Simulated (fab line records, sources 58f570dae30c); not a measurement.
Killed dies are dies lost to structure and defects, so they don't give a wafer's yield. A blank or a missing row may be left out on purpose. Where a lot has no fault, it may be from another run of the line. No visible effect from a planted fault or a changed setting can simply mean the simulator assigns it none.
A lot that was struck, set against a sound lot | flow berkeley cmos170 | 23 steps out of a route of 331
Sound: wafers L847.1, L847.5, L847.6. Wafers L854.3, L854.4, L854.5 were the ones struck. The cause comes at the end.
For every step that has rows: the tool of each side, followed by ch and its chambers, followed by its first start. Under that, the readings that differ: sound wafers | struck wafers | difference of the means | sigmas: that difference in standard deviations of wafers without a fault.
alike: same words and numbers on both sides, and readings whose means sit less than 2 such deviations apart. not compared: any withheld reading, any reading some wafer has no value for, any bound like >300 that may hide the same value, and any number with overlapping values for which the record gives no deviation.
The two part at a step that has a row with sigmas, a row that says differs or no value, or rows on one side only. When numbers do not overlap yet have no deviation, they are printed without sigmas and do not part them. Lack of a reading on every wafer of one side parts them only where that side has two or more wafers.

UCB170_NLDD_CD_MEAS_06: target cd 1200 nm.
  sound: cd sem-02 at day 9 01:28; struck: cd sem-01 at day 10 21:18
  alike: cd nm
UCB170_NLDD_OVL_MEAS_07:
  sound: overlay-02 at day 9 01:35; struck: overlay-01 at day 10 21:23
  reading       | sound    | struck | difference | sigmas
  NLDD_OVL (nm) | -5 -5 -7 | 8 7 1  | +11        | +2
then, 2 steps without rows for these wafers: UCB170_NLDD_IMPLANT_08; UCB170_NLDD_IMPLANT_09.
UCB170_NLDD_STRIP_10: strips in O2.
  sound on plasma asher-01 ch 0,1, day 9 01:55; struck on plasma asher-01 ch 0,1, day 10 21:45
  alike: drypump motor current A, oes product au, strip time to endpoint s
  not compared: rf hours counter h
UCB170_NLDD_TW_MEAS_11:
  sound: film metro-02 at day 9 02:01; struck: film metro-02 at day 10 21:50
  alike: NLDD_TW
then, 1 step without rows for these wafers: UCB170_NLDD_CLEAN_12 (cleans in SPM, time 600 s).
UCB170_SPACER_CVD_00: deposits SiO2 from TEOS/O2, target thk 376 nm, time 47 s.
  sound on pecvd-01 ch 1,2, day 9 02:15; struck on pecvd-03 ch 0,1, day 10 22:03
  alike: heater power w
UCB170_SPACER_THK_MEAS_01:
  sound: film metro-03 at day 9 02:17; struck: film metro-01 at day 10 22:07
  alike: SPACER_TEOS_THK
then, 1 step without rows for these wafers: UCB170_SPACER_ANNEAL_02 (time 1800 s).
UCB170_SPACER_ETCHBACK_03: etches SiO2 in CHF3/CF4/Ar, stops on Si, target depth 376 nm, time 100 s.
  sound on rie diel-04 ch 0,1,3, day 9 10:50; struck on rie diel-03 ch 0,1,3, day 11 04:10
  alike: drypump motor current A, mfc ar sccm, oes product au, throttle valve pct
  not compared: rf hours counter h
then, 1 step without rows for these wafers: UCB170_PSD_HMDS_00 (prime time 60 s).
UCB170_PSD_COAT_01: resist thk 900 nm.
  sound on litho track-03 ch 0, day 9 11:04; struck on litho track-04 ch 0, day 11 04:27
  reading                              | sound                | struck               | difference | sigmas
  spin speed rpm (rpm)                 | 1500.6 1501.3 1501.2 | 1972.4 1972.1 1973.4 | +471.6     | +99 or more
  model.KrF_of_PSD_COAT_01.thk nm (nm) | 899.2 902.6 899.2    | 785.6 785.2 786.8    | -114.5     |
  alike: resist line temp C
then, 3 steps without rows for these wafers: UCB170_PSD_SOFTBAKE_02 (time 60 s); UCB170_PSD_EXPOSE_03 (exposes mask PSELECT MOD, target cd 1200 nm); UCB170_PSD_PEB_04.
UCB170_PSD_DEVELOP_05: develop time 45 s.
  sound: litho track-03 ch 0; struck: litho track-01 ch 0
  reading                              | sound         | struck          | difference | sigmas
  model.KrF_of_PSD_COAT_01.thk nm (nm) | 885 888.4 885 | 771.4 771 772.6 | -114.5     |
  alike: resist line temp C
UCB170_PSD_CD_MEAS_06: target cd 1200 nm.
  sound: cd sem-02 at day 9 12:34; struck: cd sem-02 at day 11 05:28
  reading    | sound                | struck               | difference | sigmas
  cd nm (nm) | 1199.3 1198.7 1198.1 | 1206.0 1205.6 1206.7 | +7.4       | +6
UCB170_PSD_OVL_MEAS_07:
  sound: overlay-02 at day 9 12:41; struck: overlay-01 at day 11 05:34
  alike: PSD_OVL
following that, these wafers have no rows for 1 step: UCB170_PSD_IMPLANT_08.
UCB170_PSD_STRIP_09: strips in O2.
  sound on plasma asher-01 ch 0,1, day 9 12:52; struck on plasma asher-01 ch 0,1, day 11 05:46
  reading                      | sound             | struck            | difference | sigmas
  oes product au (a.u.)        | 0.600 0.601 0.599 | 0.581 0.586 0.590 | -0.014     | -3
  strip time to endpoint s (s) | 29.33 29.37 29.32 | 26.60 26.62 26.68 | -2.71      | -37
  alike: drypump motor current A
  not compared: rf hours counter h
UCB170_PSD_TW_MEAS_10:
  sound: film metro-02 at day 9 12:58; struck: film metro-01 at day 11 05:52
  alike: PSD_TW
UCB170_M3_PROBE_99:
  sound wafers here have rows in the record (prober-02, day 10 12:58); struck ones have none

WHERE THEY PART
Earliest at UCB170_NLDD_OVL_MEAS_07; latest, in this record, at UCB170_M3_PROBE_99.

WHY: what had been put in by the simulator
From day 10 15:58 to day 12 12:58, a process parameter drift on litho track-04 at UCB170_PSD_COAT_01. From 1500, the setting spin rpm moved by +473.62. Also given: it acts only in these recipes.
